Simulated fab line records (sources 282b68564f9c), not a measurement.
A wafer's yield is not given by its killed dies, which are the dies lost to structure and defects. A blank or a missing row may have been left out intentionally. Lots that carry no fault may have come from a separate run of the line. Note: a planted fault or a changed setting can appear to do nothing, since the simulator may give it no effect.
fab line records	flow ritCmos
record lots=13	wafers=39	lastDay=7
route steps=202 shown PSD@151 M1@202
lots untouched by any fault: they come from a run of this same line in which no faults occurred
startH: the number of hours between the record's first day and the start of the first shown wafer of the lot	waitH: hours since the lot's step before	" identical to the entry in the row above	L1.1+2: one row covering several wafers at once	- either no value or no given start	* or withheld: withheld	< > ~ a bound
route shown NAME@n: NAME is a module with steps in the file, n the number in the route of the first one	usual: mean and standard deviation over wafers with no fault	same: alike in all rows	chamber/n: place in a boat	sites: each site's reading	_std_site: their standard deviation	_edge_site: outer sites' mean less inner sites'	radiusMm: for every site, how far away it sits from the centre of the wafer	mask NAME#n: copy n	behind: the last tool/chamber to shape the wafer	hold: the reason the lot was held/the length of the hold in hours/how it ended	device: transistor that didn't switch, given as n, p or np	end of line: the route-end tests of the same wafers	for a step that has no rows: nothing shown but its recipe	killed: the dies lost at the first sort to structure and to defects; this is not the yield of the wafer	map: a wafer's dies, x killed, . not, _ none there
set.NAME: setting as actually run; set.NAME@STEP: the setting as run at that earlier step	model.NAME: the simulator's own value behind a step, which no gauge read
one table for each step of the route and one row for each wafer, over a sample of lots
services: from which hour (startH, from the record's first day; less than 0 if before it) a tool's chamber was out of use, for how many hours, and why
## steps
# step RIT_PSD_STRIP_09
# recipe chemistry=O2	timeS=180	resist=NOVOLAK	platenTempC=withheld	powerW=500	pressureMtorr=4000	o2FlowSccm=4000
# usual chamberPressureMTorr=4000/3.6	drypumpMotorCurrentA=5.5/0.57	rfReflPowerW=7.5/1.3	runLengthS=208.5/0.64
lot.wafer	tool	chamber	startH	waitH	chamberPressureMTorr	drypumpMotorCurrentA	rfHoursCounterH	rfReflPowerW	runLengthS
L156.1	plasmaAsher-03	1	54.18	0.1	4005	5.7	40	9.3	209.2
L156.2	"	0	"	"	4003	5.6	40	8.2	208.3
L156.5	"	1	"	"	4002	5.7	-	9.6	209.0
L157.3	plasmaAsher-01	1	57.09	0.1	4000	6.4	-	7.3	207.5
L157.4	"	0	"	"	3997	4.9	-	6.4	209.2
L157.5	"	0	"	"	4000	4.9	-	6.5	208.9
L158.1	plasmaAsher-03	1	60.58	0.1	4002	5.7	40	9.8	209.0
L158.2	"	0	"	"	4002	5.6	40	8.1	208.2
L158.6	"	1	"	"	3996	5.7	-	9.4	209.1
L160.1	plasmaAsher-01	1	70.62	0.1	4002	6.4	43	7.5	208.1
L160.4	"	0	"	"	3997	4.9	-	6.7	209.5
L160.5	"	1	"	"	3993	6.3	-	7.3	207.9
L161.1	plasmaAsher-02	0	76.89	0.1	3992	5.1	44	5.4	207.8
L161.2	"	1	"	"	3998	4.7	44	6.2	208.3
L161.5	"	0	"	"	4002	5.1	-	5.2	208.1
L163.1	plasmaAsher-03	0	90.24	0.1	4002	5.6	43	8.1	208.9
L163.2	"	1	"	"	4002	5.7	43	9.2	209.3
L163.5	"	1	"	"	4002	5.6	-	9.5	209.3
L165.1	plasmaAsher-02	0	98.69	0.1	3996	5.1	46	5.2	207.6
L165.3	"	1	"	"	3998	4.7	-	6.4	208.4
L165.5	"	0	"	"	3998	5.1	-	5.4	207.8
L166.1	plasmaAsher-01	0	104.80	0.1	4005	4.9	46	6.6	209.2
L166.4	"	1	"	"	3994	6.4	-	7.6	207.7
L166.6	"	0	"	"	4001	4.9	-	6.6	209.0
L167.2	plasmaAsher-03	1	110.14	0.1	4003	5.6	46	9.4	209.5
L167.5	"	1	"	"	4005	5.6	-	9.4	209.1
L167.6	"	0	"	"	4001	5.6	-	8.1	208.4
L169.1	plasmaAsher-01	1	120.94	0.1	3994	6.3	48	7.5	117.1
L169.4	"	1	"	"	4000	6.3	-	7.2	117.2
L169.6	"	0	"	"	4007	4.9	-	6.7	117.1
L170.4	plasmaAsher-03	1	125.87	0.1	4003	5.6	-	9.3	208.8
L170.5	"	0	"	"	3998	5.6	-	8.3	208.1
L170.6	"	1	"	"	3994	5.6	-	9.4	209.0
L177.1	plasmaAsher-02	1	165.80	0.1	4000	4.7	4	6.2	207.9
L177.4	"	1	"	"	4008	4.7	-	6.3	207.8
L177.5	"	0	"	"	3997	5.1	-	5.4	207.6
L179.1	plasmaAsher-03	0	168.51	0.1	3993	5.6	51	8.7	208.2
L179.3	"	0	"	"	3998	5.6	-	8.5	208.4
L179.4	"	1	"	"	4004	5.6	-	9.9	209.3
# step RIT_M1_PROBE_99
# usual killedAtContacts=0.1/0.28	killedAtFrontEnd=7.0/2.9	killedDies=7.0/2.9	killedOnRim=1.8/1.4	killedOpen=3.4/2.1	killedShort=3.6/1.7
# same grossDies=264	killed_at_M0_to_M3=0	killed_at_M4_up=0	killedAtBackSide=0	killedAtOther=0
lot.wafer	tool	chamber	startH	waitH	killedAtContacts	killedAtFrontEnd	killedDies	killedOnRim	killedOpen	killedShort
L169.1	prober-02	-	128.92	0.1	0	264	264	70	1	2
L169.4	prober-02	-	129.07	0.2	1	263	264	70	6	5
L169.6	prober-02	-	129.17	0.2	0	264	264	70	0	3
# killed by level:class
L169.1 SDANNEAL:areaRta=261 GATE:geometricParticle:open=1 GATE:geometricParticle:short=1 REOX:geometricParticle:short=1
L169.4 SDANNEAL:areaRta=253 SPACER:geometricParticle:open=2 SILICIDE:geometricParticle:short=2 FOX2:geometricParticle:short=1 GATE:geometricParticle:short=1 GATE:geometricParticle:open=1 REOX:geometricParticle:open=1 REOX:geometricParticle:short=1
L169.6 SDANNEAL:areaRta=261 SILICIDE:geometricParticle:short=2 REOX:geometricParticle:short=1
## services
tool	chamber	startH	hours	kind
plasmaAsher-02	-	108.80	9.0	pm
plasmaAsher-02	0	108.80	9.0	ventCycle
plasmaAsher-02	1	108.80	9.0	ventCycle
plasmaAsher-02	0	117.80	-	clean
plasmaAsher-02	1	117.80	-	clean
## key
firstSign step=RIT_PSD_STRIP_09	reading=runLengthS	direction=down	sigmas=99+	usual=*	struck=*
effect step=RIT_M1_PROBE_99	reading=killedDies	direction=up	sigmas=88	usual=7.0	struck=264
moreKillsBornAt RIT_SDANNEAL_RTA_03@rtpAnneal-01=775
metAt RIT_PSD_STRIP_09
struckLots L169
laterRowsLeftOut L169.1,L169.4,L169.6
testerLeftOut L169
onsetBetween 104.80 120.94
fault kind=stripAborted	tool=plasmaAsher-01	chamber=-	onsetH=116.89	steps=RIT_PSD_STRIP_09	offset=0.35	endH=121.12
# testerLeftOut: of these lots the tester's yield and bins aren't shown, on N5 and GAA mostly nor the transistor test; their killed dies are dies lost to structure and defects alone, not to doping, threshold or leakage, so they don't give the yield
# laterRowsLeftOut: the simulator's readings of these wafers behind a module that went badly wrong aren't trusted and aren't shown, but for the sort
